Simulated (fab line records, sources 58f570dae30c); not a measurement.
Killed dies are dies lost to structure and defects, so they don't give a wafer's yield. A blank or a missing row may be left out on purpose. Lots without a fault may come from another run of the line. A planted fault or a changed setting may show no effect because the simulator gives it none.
Which tool did it? | flow berkeley_cmos170 | 13 lots, 39 wafers sampled, at 3 steps of a route of 331

WHAT THE GAUGES READ, wafer by wafer
UCB170_START_BOW_MEAS_00.
lot  | measured    | on            | INCOMING_BOW (um)
L536 | day 1 10:02 | film_metro-02 | 3 1 2
L538 | day 1 20:00 | film_metro-04 | 5 1 4
L539 | day 2 01:01 | film_metro-02 | 6 6 -1
L540 | day 2 06:01 | film_metro-02 | 6 4 0
L541 | day 2 11:00 | film_metro-01 | 2 -3 -3
L543 | day 2 21:00 | film_metro-04 | -9 -10 9
L544 | day 3 02:00 | film_metro-01 | 9 -5 10
L546 | day 3 12:00 | film_metro-04 | 22 -7 3
L553 | day 4 23:02 | film_metro-01 | -1 -6 3
L555 | day 5 09:08 | film_metro-01 | -7 0 4
L557 | day 5 19:02 | film_metro-01 | -5 -10 0
L558 | day 6 00:02 | film_metro-04 | -4 7 0
L559 | day 6 05:00 | film_metro-01 | -7 -13 7

UCB170_PFIELD_TW_MEAS_09.
lot  | measured    | on            | PFIELD_TW
L536 | day 4 02:17 | film_metro-03 | 606 605 605
L538 | day 4 17:59 | film_metro-04 | 596 596 595
L539 | day 5 06:30 | film_metro-03 | 602 605 600
L540 | day 5 07:50 | film_metro-04 | 598 600 601
L541 | day 5 07:38 | film_metro-01 | 604 606 603
L543 | day 5 15:15 | film_metro-03 | 602 601 605
L544 | day 5 19:44 | film_metro-01 | 607 604 607
L546 | day 6 03:15 | film_metro-03 | 606 605 604
L553 | day 7 22:32 | film_metro-01 | 610 605 604
L555 | day 8 01:58 | film_metro-04 | 598 600 599
L557 | day 8 15:13 | film_metro-04 | 597 598 598
L558 | day 8 20:26 | film_metro-03 | 604 605 604
L559 | day 9 01:44 | film_metro-01 | 602 598 601

UCB170_CONTACT_CD_MEAS_15: target cd 700 nm.
lot  | measured     | on        | cd_nm (nm)
L536 | day 6 19:38  | cd_sem-02 | 703.0 703.1 703.0
L538 | day 7 10:22  | cd_sem-01 | 701.8 701.2 701.6
L539 | day 7 14:59  | cd_sem-01 | 699.8 698.9 699.4
L540 | day 7 15:59  | cd_sem-02 | 700.3 699.1 701.2
L541 | day 7 15:42  | cd_sem-01 | 700.3 699.2 699.3
L543 | day 8 14:22  | cd_sem-02 | 700.9 698.6 700.3
L544 | day 8 14:38  | cd_sem-01 | 698.2 699.4 698.4
L546 | day 8 17:20  | cd_sem-01 | 700.5 699.4 700.6
L553 | day 10 10:48 | cd_sem-02 | 698.5 699.2 698.7
L555 | day 10 08:52 | cd_sem-01 | 698.7 698.3 699.7
L557 | day 11 10:25 | cd_sem-02 | 699.6 701.7 700.6
L558 | day 11 10:05 | cd_sem-01 | 701.4 701.0 701.4
L559 | day 11 19:12 | cd_sem-01 | 699.6 700.1 699.8

WHICH TOOL RAN EACH LOT (tool, then ch and the chambers of the sampled wafers, then the start)
The record holds no process step before these readings.

WHAT THE TOOLS THEMSELVES READ (means of the sampled wafers that have a number; where no wafer has one, the mark that the record gives instead)
The record holds no such reading with a usual standard deviation.

THE ANSWER, worked out from the rows above alone
Rule: what is usual is taken from the lots themselves. Put in order of their means at a reading, lots are off if they are a third of the lots or fewer, leave a main group of 4 or more, and stand apart from it by a gap of 3 or more times the standard deviation of the main group's means; of several such gaps the widest counts. A main group whose means are all the same, to the digits that the tables above print for the reading, isn't used. A lot without any number at a reading at which 4 lots or more have one is off too. The other lots that the step has rows for count as sound. The gauges are gone through in route order, then the tools' own readings, and for those a lot's mean is taken as printed above. The first step at which some lot is off is used, and at that step the reading that is off furthest; a lot without a number counts as furthest.
No lot is off at any reading shown: from this, nothing can be told.

WHAT THE SIMULATOR HAD PUT IN
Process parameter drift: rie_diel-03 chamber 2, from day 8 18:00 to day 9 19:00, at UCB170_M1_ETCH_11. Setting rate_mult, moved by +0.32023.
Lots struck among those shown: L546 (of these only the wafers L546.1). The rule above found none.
